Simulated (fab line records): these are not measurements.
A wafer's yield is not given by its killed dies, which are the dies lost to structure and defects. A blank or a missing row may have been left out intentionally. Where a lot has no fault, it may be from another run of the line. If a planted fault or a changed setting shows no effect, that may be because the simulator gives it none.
Tool commonality check + flow berkeley cmos170 + 14 lots, 42 wafers sampled

## WHY IT WAS OPENED
2 of 14 lots carry a flag on the reading CONTACT_OVL at UCB170_CONTACT_OVL_MEAS_16. Fault-free wafers read 2 nm, with a standard deviation of 5.3.
Rule: flag the lot when none of its wafers has a number, or when each of its wafers that has one lies beyond 4 standard deviations from that mean. As for the other lots, they are considered sound.

| lot  | measured     | on         | CONTACT_OVL (nm), wafer by wafer | flag    |
|------|--------------|------------|----------------------------------|---------|
| L118 | day 7 01:52  | overlay-02 | -2 2 7                           |         |
| L119 | day 7 07:05  | overlay-02 | 6 5 10                           |         |
| L122 | day 7 20:07  | overlay-02 | -2 5 6                           |         |
| L120 | day 8 00:42  | overlay-01 | -7 -4 -3                         |         |
| L124 | day 8 06:59  | overlay-02 | 8 0 -9                           |         |
| L123 | day 8 07:29  | overlay-01 | 0 -4 1                           |         |
| L127 | day 8 22:35  | overlay-02 | 1 1 6                            |         |
| L126 | day 8 23:55  | overlay-02 | 1 -2 -2                          |         |
| L125 | day 9 00:28  | overlay-02 | 9 6 -2                           |         |
| L128 | day 9 01:53  | overlay-01 | 2 0 3                            |         |
| L133 | day 10 02:43 | overlay-01 | -115 -128 -117                   | FLAGGED |
| L136 | day 10 16:24 | overlay-01 | -134 -129 -131                   | FLAGGED |
| L140 | day 12 03:50 | overlay-02 | -3 -2 -6                         |         |
| L141 | day 12 04:07 | overlay-02 | -2 -2 -1                         |         |
The mean of the flagged lots' numbers is -126 nm, -128 nm from the usual (-24 standard deviations).

## LOT BY LOT: THE TOOL USED
The record holds 2 process steps before the reading, out of a route of 331 steps. In each cell: the tool, then ch and the chambers that the sampled wafers went through, then the start.
| lot  | flag    | UCB170_NLDD_STRIP_10                 | UCB170_CONTACT_EXPOSE_12          |
|------|---------|--------------------------------------|-----------------------------------|
| L118 |         | plasma asher-03 ch 0,1, day 6 08:07  | krf scanner-01 ch 0, day 7 01:23  |
| L119 |         | plasma asher-01 ch 0,1, day 6 16:08  | krf scanner-02 ch 0, day 7 06:36  |
| L122 |         | plasma asher-01 ch 1, day 7 06:11    | krf scanner-01 ch 0, day 7 19:36  |
| L120 |         | plasma asher-02 ch 0,1, day 7 09:50  | krf scanner-01 ch 0, day 8 00:11  |
| L124 |         | plasma asher-01 ch 0,1, day 7 12:41  | krf scanner-02 ch 0, day 8 06:28  |
| L123 |         | plasma asher-02 ch 0,1, day 7 12:06  | krf scanner-02 ch 0, day 8 07:01  |
| L127 |         | plasma asher-01 ch 0,1, day 8 05:01  | krf scanner-01 ch 0, day 8 22:05  |
| L126 |         | plasma asher-03 ch 0,1, day 8 05:18  | krf scanner-01 ch 0, day 8 23:16  |
| L125 |         | plasma asher-02 ch 0, day 8 05:28    | krf scanner-02 ch 0, day 8 23:50  |
| L128 |         | plasma asher-01 ch 0,1, day 8 12:17  | krf scanner-02 ch 0, day 9 01:23  |
| L133 | FLAGGED | plasma asher-03 ch 0,1, day 9 12:49  | krf scanner-02 ch 0, day 10 02:14 |
| L136 | FLAGGED | plasma asher-02 ch 0,1, day 10 00:45 | krf scanner-02 ch 0, day 10 15:28 |
| L140 |         | plasma asher-02 ch 0,1, day 11 10:08 | krf scanner-01 ch 0, day 12 02:35 |
| L141 |         | plasma asher-01 ch 0,1, day 11 10:01 | krf scanner-01 ch 0, day 12 02:42 |
These steps, and what they do:
- UCB170_NLDD_STRIP_10: strips in O2.
- UCB170_CONTACT_EXPOSE_12: exposes mask CONT, target cd 700 nm.
- UCB170_CONTACT_OVL_MEAS_16

## FLAGGED AGAINST TOTAL, ONE TOOL AT A TIME (gauges that did the reading follow at the end)
| step                       | tool            | lots run | flagged | share of the flagged lots | sound lots run after its first flagged lot |
|----------------------------|-----------------|----------|---------|---------------------------|--------------------------------------------|
| UCB170_NLDD_STRIP_10       | plasma asher-01 | 6        | 0       | none                      | -                                          |
| UCB170_NLDD_STRIP_10       | plasma asher-02 | 5        | 1       | some                      | 1 (L140)                                   |
| UCB170_NLDD_STRIP_10       | plasma asher-03 | 3        | 1       | some                      | 0                                          |
| UCB170_CONTACT_EXPOSE_12   | krf scanner-01  | 7        | 0       | none                      | -                                          |
| UCB170_CONTACT_EXPOSE_12   | krf scanner-02  | 7        | 2       | all                       | 0                                          |
| UCB170_CONTACT_OVL_MEAS_16 | overlay-01      | 5        | 2       | all                       | 0                                          |
| UCB170_CONTACT_OVL_MEAS_16 | overlay-02      | 9        | 0       | none                      | -                                          |

## WHAT IS ALLOWED BY THE TABLE
krf scanner-02 at UCB170_CONTACT_EXPOSE_12 and overlay-01 at UCB170_CONTACT_OVL_MEAS_16 are the 2 rows of the table that ran each flagged lot.
- krf scanner-02 at UCB170_CONTACT_EXPOSE_12: 2 of its 7 lots flagged. A fault beginning between L128 (day 9 01:23), its last sound lot, and L133 (day 10 02:14), its first flagged one, fits the data.
- overlay-01 at UCB170_CONTACT_OVL_MEAS_16: 2 of its 5 lots flagged. A fault beginning between L128 (day 9 01:53), its last sound lot, and L133 (day 10 02:43), its first flagged one, fits the data.
A lot count leaves these 2 tools indistinguishable: every one of them fits a fault beginning at some hour. More lots, or a look at what each step does to the wafer, might.

## WHAT THE SIMULATOR HAD INSERTED
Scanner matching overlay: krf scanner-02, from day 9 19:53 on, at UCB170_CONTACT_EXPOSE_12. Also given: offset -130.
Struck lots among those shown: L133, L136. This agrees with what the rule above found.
